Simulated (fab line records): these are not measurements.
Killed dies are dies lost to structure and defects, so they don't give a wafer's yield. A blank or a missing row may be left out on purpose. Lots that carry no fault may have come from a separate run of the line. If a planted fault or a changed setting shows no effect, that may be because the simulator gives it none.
One fault through the eyes of 2 desks	flow rit-cmos	each desk holds nothing but its own numbers, with what lay behind them at the end

## AT THE TOOL OWNER'S DESK: lpcvd-02
The tool's own readings at RIT_GATE_CVD_08 (deposits poly-Si from SiH4, target thk 250 nm, time 2220 s): means of the sampled wafers that have a number, for each lot that ran on this tool. If a lot's mean is further than 4 standard deviations from the usual mean, the lot is out of limits and carries the mark OUT (the distance appears in the brackets).
Columns: A = zone-power-load-pct at RIT_GATE_CVD_08, usual 11.3 %
lot	first seen here	A
L773	day 2 10:41	12.6
L776	day 3 00:35	10.9
L777	day 3 06:43	10.8
L781	day 4 02:50	12.6
L784	day 4 20:27	12.7
L790	day 6 04:07	12.5
Finding of this desk: none of the 6 lots has anything out of limits.

## METROLOGY DESK
Means of the sampled wafers that have a number, per lot and without regard to the tool the lot ran on: this is what the gauges read. If a lot's mean is further than 4 standard deviations from the usual mean, the lot is out of limits and carries the mark OUT (the distance appears in the brackets).
Columns: A = GATE_POLY_THK at RIT_GATE_THK_MEAS_09, usual 251.3 nm
lot	first seen here	A
L773	day 2 12:20	252.6
L774	day 2 15:52	250.5
L776	day 3 02:13	254.3
L777	day 3 08:20	247.9
L779	day 3 19:00	251.1
L781	day 4 04:29	254.3
L782	day 4 10:53	248.2
L784	day 4 22:04	255.0
L786	day 5 15:22	251.6
L790	day 6 05:44	265.3 (+6.1) OUT
L791	day 6 13:17	250.6
L795	day 7 06:19	253.3
L796	day 7 07:55	252.7
This desk's result: L790 out of limits, first on L790 (GATE_POLY_THK at RIT_GATE_THK_MEAS_09), day 6 05:44. L773, L774, L776, L777, L779, L781, L782, L784, L786, L791, L795, L796: within limits.

## PUT TOGETHER
L790 would have let the metrology desk raise an alarm at day 6 05:44.
The tool owner's desk saw nothing out of limits.
On record at the tool owner's desk: L790, within its limits.
All the named lots went through RIT_GATE_CVD_08 on lpcvd-02.

## WHAT THE SIMULATOR HAD PUT IN
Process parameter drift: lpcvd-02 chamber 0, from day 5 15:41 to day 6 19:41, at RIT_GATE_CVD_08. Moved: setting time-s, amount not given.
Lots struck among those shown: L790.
Hours from the fault's start to each desk's first reading out of limits: the metrology desk, 14.
